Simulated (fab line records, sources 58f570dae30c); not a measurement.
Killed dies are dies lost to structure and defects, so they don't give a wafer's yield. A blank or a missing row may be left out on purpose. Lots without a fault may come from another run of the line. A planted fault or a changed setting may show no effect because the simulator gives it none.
Chamber matching | flow berkeley_cmos170 | UCB170_V1_ETCH_14 on rie_diel-02: 4 sister chambers
The step etches SiO2 in CHF3/CF4/Ar, stops on Al, target depth 1250 nm, time 291 s. 8 wafers are shown with their chamber, then 8 later ones without.

WAFERS WITH THEIR CHAMBER
wafer  | chamber | drypump_motor_current_A (A) | throttle_valve_pct (%)
L628.5 | 3       | 5.63                        | 6.88
L628.6 | 1       | 5.64                        | 6.97
L629.4 | 3       | 5.62                        | 6.89
L634.4 | 1       | 5.64                        | 6.97
L640.1 | 2       | 6.09                        | 6.87
L640.2 | 0       | 6.14                        | 7.13
L640.4 | 0       | 6.13                        | 7.13
L643.3 | 2       | 6.08                        | 6.88

WAFERS WITHOUT THEIR CHAMBER
wafer  | drypump_motor_current_A (A) | throttle_valve_pct (%)
L643.4 | 5.63                        | 6.97
L643.5 | 6.07                        | 6.88
L647.1 | 5.65                        | 6.88
L647.3 | 6.12                        | 7.13
L647.5 | 5.62                        | 6.99
L648.1 | 6.08                        | 6.87
L648.2 | 6.12                        | 7.13
L648.6 | 6.13                        | 7.13

WHICH CHAMBER EACH WENT THROUGH
wafer  | from the rows above | in truth
L643.4 | 1                   | 1
L643.5 | 2                   | 2
L647.1 | 3                   | 3
L647.3 | 0                   | 0
L647.5 | 1                   | 1
L648.1 | 2                   | 2
L648.2 | 0                   | 0
L648.6 | 0                   | 0
Placed correctly: 8 of 8. Can't be placed from these rows: 0. Placed wrongly: 0.
How it was worked out, from the rows above alone: a wafer's distance from a chamber is the root of the sum, over the readings, of the square of ((its reading less the chamber's mean) divided by the reading's scatter). The wafer belongs to the nearest chamber; if the next one is less than 2 further off, it can't be placed. A chamber's mean is the mean of its shown wafers. The scatter: the root of (the sum of the squares of (reading less its chamber's mean) over the shown wafers, divided by (wafers less chambers)).
